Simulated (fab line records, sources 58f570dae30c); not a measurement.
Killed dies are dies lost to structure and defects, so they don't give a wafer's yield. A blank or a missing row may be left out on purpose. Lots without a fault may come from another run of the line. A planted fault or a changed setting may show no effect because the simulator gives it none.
Split-lot experiment | flow berkeley_cmos170 | 5 lots, 23 wafers read, on a route of 331 steps

THE SPLIT
At UCB170_V1_PEB_10, the setting peb_temp_c was moved away from the recipe's 130 C on 10 of the 23 wafers read, by -1.9% to +1.9%. The other wafers ran this setting at the recipe's value.

FROM THE SPLIT TO THE READING: what the file shows between them, 4 steps
- UCB170_V1_DEVELOP_11: develop time 45 s
- UCB170_V1_CD_MEAS_12: target cd 700 nm
- UCB170_V1_ETCH_14: etches SiO2 in CHF3/CF4/Ar, stops on Al, target depth 1250 nm, time 291 s
- UCB170_V1_STRIP_15: strips in O2 (also split here: pressure_mtorr)

THE READING
cd_nm, in nm, at UCB170_V1_CD_MEAS_90 (target cd 700 nm). Fault-free wafers of this fab line usually give 699.2 nm, standard deviation 1.5 nm.

wafer  | tool, chamber at the split | peb_temp_c as run, C | against the recipe | cd_nm, nm | against lot-mates on the recipe
L077.1 | litho_track-01, 0          | 130                  | recipe             | 700.1     | -
L077.2 | litho_track-01, 0          | 127.5                | -1.9%              | 681.7     | -17.5
L077.3 | litho_track-01, 0          | 127.5                | -1.9%              | 681.9     | -17.3
L077.4 | litho_track-01, 0          | 130                  | recipe             | 698.6     | -
L077.6 | litho_track-01, 0          | 130                  | recipe             | 698.9     | -
L079.1 | litho_track-02, 0          | 132.1                | +1.6%              | 710.1     | +12.1
L079.2 | litho_track-02, 0          | 132.1                | +1.6%              | 710.1     | +12.1
L079.3 | litho_track-02, 0          | 132.1                | +1.6%              | 709.5     | +11.5
L079.5 | litho_track-02, 0          | 130                  | recipe             | 697.5     | -
L079.6 | litho_track-02, 0          | 130                  | recipe             | 698.6     | -
L082.2 | litho_track-03, 0          | 130                  | recipe             | 698.0     | -
L082.3 | litho_track-03, 0          | 130                  | recipe             | 698.6     | -
L082.5 | litho_track-03, 0          | 130                  | recipe             | 698.8     | -
L084.1 | litho_track-01, 0          | 128.4                | -1.2%              | 688.3     | -11.6
L084.3 | litho_track-01, 0          | 130                  | recipe             | 700.1     | -
L084.4 | litho_track-01, 0          | 130                  | recipe             | 700.1     | -
L084.5 | litho_track-01, 0          | 128.4                | -1.2%              | 685.9     | -14.0
L084.6 | litho_track-01, 0          | 130                  | recipe             | 699.4     | -
L085.2 | litho_track-03, 0          | 132.5                | +1.9%              | 713.7     | +16.0
L085.3 | litho_track-03, 0          | 130                  | recipe             | 698.6     | -
L085.4 | litho_track-03, 0          | 132.5                | +1.9%              | 715.0     | +17.2
L085.5 | litho_track-03, 0          | 132.5                | +1.9%              | 712.5     | +14.8
L085.6 | litho_track-03, 0          | 130                  | recipe             | 696.9     | -

THE FIT
A straight line over all 23 wafers: cd_nm changes by +8.07 nm for each +1% of peb_temp_c; r = +0.99; the points scatter about the line by 1.2 nm.
The same after taking each lot's own level away (the mean of its wafers on the recipe; 23 wafers): +8.54 nm for each +1%; r = +0.99; scatter 1.1 nm.
On that fit, the largest move of peb_temp_c shifts the reading by 16 nm.
The lots' own levels span 697.75 to 699.87 nm, that is 1.4 times the standard deviation above.
So the lot-to-lot level changes the slope little: the two slopes agree.
Check: with one of the wafers moved furthest among these (-1.9%) left out of the fit, the line predicts -16.9 nm for it against its lot-mates. It came out at -17.5 nm against them.

OTHER SPLITS ON THESE WAFERS
These wafers also went through other splits before the reading. Each is held against what the fit with the lots' levels taken away leaves over:
other split on the same wafers      | wafers away from the commonest value | r with cd_nm (lot level and that fit taken away)
UCB170_NWELL_IMPLANT_14 dose_cm2    | 7                                    | +0.32
UCB170_PWELL_IMPLANT_15 energy_kev  | 10                                   | +0.00
UCB170_ACTIVE_COAT_08 resist_thk_nm | 8                                    | +0.28
UCB170_PLDD_IMPLANT_08 dose_cm2     | 8                                    | -0.18
UCB170_NLDD_PEB_04 peb_temp_c       | 6                                    | -0.18
UCB170_BACKSIDE_SOFTBAKE_02 temp_c  | 10                                   | +0.28
UCB170_M1_COAT_04 spin_rpm          | 5                                    | +0.03
UCB170_M1_METAL_ETCH_12 time_s      | 10                                   | +0.33
UCB170_V1_STRIP_15 pressure_mtorr   | 10                                   | -0.29

THE WHOLE CHAIN: every reading that the file lists as answering this split, in the file's order
step                 | what it does                                                              | reading                                                   | change (the file's fit)              | r (the file's)
UCB170_V1_CD_MEAS_12 | target cd 700 nm                                                          | cd_nm                                                     | +8.68 nm for each +1% of the setting | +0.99
UCB170_V1_ETCH_14    | etches SiO2 in CHF3/CF4/Ar, stops on Al, target depth 1250 nm, time 291 s | V1.cd_nm (the simulator's own value, which no gauge read) | +8.61 nm for each +1% of the setting | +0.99
UCB170_V1_CD_MEAS_90 | target cd 700 nm                                                          | cd_nm                                                     | +8.6 nm for each +1% of the setting  | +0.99

THE FILE'S OWN FIT
cd_nm changes by +8.6 nm for each +1% of peb_temp_c, r = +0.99.
